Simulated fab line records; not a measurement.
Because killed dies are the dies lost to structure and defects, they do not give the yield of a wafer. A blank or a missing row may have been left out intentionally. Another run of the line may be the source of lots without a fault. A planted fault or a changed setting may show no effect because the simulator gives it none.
Struck lot and sound lot, side by side ; flow rit_cmos ; 29 out of 202 route steps
Sound: wafers L645.1, L645.2, L645.6. Wafers struck: L635.2, L635.3, L635.5. At the end, the cause is stated.
Order at every step that has rows: each side's tool, ch and its chambers, its first start. Under that, the readings that differ: sound wafers ; struck wafers ; difference of the means ; sigmas: that difference in standard deviations of wafers without a fault.
alike: readings whose means differ by less than 2 such deviations, and words and numbers that are the same on both sides. not compared: withheld readings, readings that some wafer has no value for, bounds like >300 that may hide the same value, and numbers for which the record gives no deviation and whose values overlap.
A row with sigmas, a row that says differs or no value, or rows on one side alone: a step with any of these is where the two part. Numbers that don't overlap but have no deviation are shown without sigmas and don't part them. Lack of a reading on every wafer of one side parts them only where that side has two or more wafers.

RIT_FOX2_THK_MEAS_01:
  struck on film_metro-03, day 3 20:53; sound on film_metro-03, day 5 23:41
  alike: FOX2_OXIDE_THK
then, 2 steps without rows for these wafers: RIT_FOX2_CLEAN_02 (cleans in dHF, time 180 s); RIT_FOX2_WET_ETCH_03 (etches Si3N4 in H3PO4, target depth 195 nm, time 2700 s).
RIT_FOX2_THK_MEAS_90:
  struck on film_metro-01, day 3 21:46; sound on film_metro-01, day 6 00:34
  alike: FIELD_OXIDE_LEFT_1_THK
then, 6 steps without rows for these wafers: RIT_NWELL_HMDS_00 (prime time 60 s); RIT_NWELL_COAT_01 (resist thk 1300 nm); RIT_NWELL_SOFTBAKE_02 (time 60 s); RIT_NWELL_EXPOSE_03 (exposes mask M2, target cd 43900 nm); RIT_NWELL_PEB_04; RIT_NWELL_DEVELOP_05 (develop time 68 s).
RIT_NWELL_OVL_MEAS_06:
  struck on overlay-02, day 3 22:47; sound on overlay-01, day 6 01:30
  alike: NWELL_OVL
then, 1 step without rows for these wafers: RIT_NWELL_HARDBAKE_07 (time 120 s).
RIT_NWELL_IMPLANT_08:
  sound on implanter-01 ch 0, day 6 01:47; struck on implanter-04 ch 0, day 3 23:05
reading;sound;struck;difference;sigmas
dose_ions_cm2;5.002e+13 5.005e+13 5.006e+13;5.798e+13 5.808e+13 5.794e+13;+7.957e+12;+99 or more
faraday_current_uA;157 154 153;183 181 179;+26;+8
  alike: beam_on_s
RIT_NWELL_STRIP_09: strips in O2, time 180 s.
  sound on plasma_asher-02 ch 0,1, day 6 01:56; struck on plasma_asher-03 ch 1, day 3 23:13
  alike: drypump_motor_current_A
  not compared: rf_hours_counter_h
RIT_NWELL_TW_MEAS_10:
  struck on film_metro-03, day 3 23:37; sound on film_metro-02, day 6 02:07
reading;sound;struck;difference;sigmas
NWELL_TW;2101 2102 2101;2248 2237 2228;+136;+6
  not compared: hold
then, 5 steps without rows for these wafers: RIT_PWELL_COAT_01 (resist thk 1300 nm); RIT_PWELL_SOFTBAKE_02 (time 60 s); RIT_PWELL_EXPOSE_03 (exposes mask M3, target cd 43700 nm); RIT_PWELL_PEB_04; RIT_PWELL_DEVELOP_05 (develop time 68 s).
RIT_PWELL_OVL_MEAS_06:
  struck on overlay-02, day 4 02:35; sound on overlay-01, day 6 03:04
  alike: PWELL_OVL
then, 2 steps without rows for these wafers: RIT_PWELL_HARDBAKE_07 (time 120 s); RIT_PWELL_IMPLANT_08.
RIT_PWELL_STRIP_09: strips in O2, time 180 s.
  sound on plasma_asher-02 ch 0,1, day 6 03:29; struck on plasma_asher-04 ch 0,1, day 4 03:01
  alike: drypump_motor_current_A
  not compared: rf_hours_counter_h
RIT_PWELL_TW_MEAS_10:
  struck on film_metro-03, day 4 03:12; sound on film_metro-03, day 6 03:40
  alike: PWELL_TW
then, 1 step without rows for these wafers: RIT_WELLDRIVE_ANNEAL_00 (time 14700 s).
RIT_WELLDRIVE_RS_MEAS_01: measurement is done with a four-point probe.
  struck on film_metro-03, day 4 08:38; sound on film_metro-04, day 6 08:49
reading;sound;struck;difference;sigmas
NWELL_RS (ohm/sq);276.1 276.3 275.3;252.2 252.3 252.2;-23.7;-32
  not compared: hold
RIT_WELLDRIVE_RS_MEAS_02: measurement is done with a four-point probe.
  struck on film_metro-03, day 4 12:12; sound on film_metro-04, day 6 08:56
reading;sound;struck;difference;sigmas
hold;- - -;await_dispo/3.4h/release await_dispo/3.4h/release await_dispo/3.4h/release;no value on the sound wafers;
  alike: PWELL_RS
RIT_M1_PROBE_99:
  struck on prober-01, day 5 19:31; sound on prober-01, day 7 13:55
  alike: killed_at_contacts, killed_at_front_end, killed_dies, killed_on_rim, killed_open, killed_short

WHERE THEY PART
At RIT_NWELL_IMPLANT_08 first; at RIT_WELLDRIVE_RS_MEAS_02 last (within this record only). Later steps at which nothing parts them and some readings are alike: RIT_M1_PROBE_99.

WHY: the cause the simulator had injected
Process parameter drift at RIT_NWELL_IMPLANT_08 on implanter-04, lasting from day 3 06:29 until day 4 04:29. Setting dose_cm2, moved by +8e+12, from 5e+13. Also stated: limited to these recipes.
